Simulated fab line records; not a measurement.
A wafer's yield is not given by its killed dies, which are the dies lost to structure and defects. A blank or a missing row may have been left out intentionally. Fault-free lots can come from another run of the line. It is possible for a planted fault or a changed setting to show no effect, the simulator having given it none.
Which of the tools did it?	flow berkeleyCmos170	7 lots with 21 wafers sampled at 2 steps, on a route of 331 steps

== WHAT THE GAUGES SHOWED, per wafer ==
UCB170_ACTIVE_CD_MEAS_13: the cd target is 1200 nm.
lot	measured	on	cdNm (nm)
L365	day 4 23:43	cdSem-01	1200.8 1200.3 1200.8
L366	day 5 15:56	cdSem-01	1197.8 1197.9 1198.5
L370	day 5 22:43	cdSem-02	1197.2 1199.5 1198.6
L375	day 7 14:59	cdSem-01	1199.7 1198.9 1199.4
L379	day 8 07:29	cdSem-01	1201.6 1201.0 1201.6
L380	day 8 07:58	cdSem-01	1199.2 1199.4 1197.7
L387	day 9 12:31	cdSem-01	1199.1 1199.6 1198.7

== WHAT TOOL EACH LOT RAN ON (gives the tool, then ch and the chambers of the sampled wafers, and finally the start) ==
lot	UCB170_PWELL_DEVELOP_12
L365	lithoTrack-01 ch 0, day 3 14:00
L366	lithoTrack-03 ch 0, day 4 03:00
L370	lithoTrack-01 ch 0, day 4 12:00
L375	lithoTrack-02 ch 0, day 5 22:00
L379	lithoTrack-03 ch 0, day 6 22:00
L380	lithoTrack-03 ch 0, day 6 22:00
L387	lithoTrack-03 ch 0, day 8 08:00
- UCB170_PWELL_DEVELOP_12: develop time 45 s.

== THE ANSWER, worked out from the rows above alone ==
Rule: what is usual is taken from the lots themselves. Put in order of their means at a reading, lots are off if they are a third of the lots or fewer, leave a main group of 4 or more, and stand apart from it by a gap of 3 or more times the standard deviation of the main group's means; of several such gaps the widest counts. A main group whose means are all the same, to the digits that the tables above print for the reading, isn't used. A lot without any number at a reading at which 4 lots or more have one is off too. Where the step has rows for the other lots, those lots are counted as sound.
No lot is off on any of the readings shown, so nothing can be concluded from this.

== WHAT THE SIMULATOR HAD PUT IN ==
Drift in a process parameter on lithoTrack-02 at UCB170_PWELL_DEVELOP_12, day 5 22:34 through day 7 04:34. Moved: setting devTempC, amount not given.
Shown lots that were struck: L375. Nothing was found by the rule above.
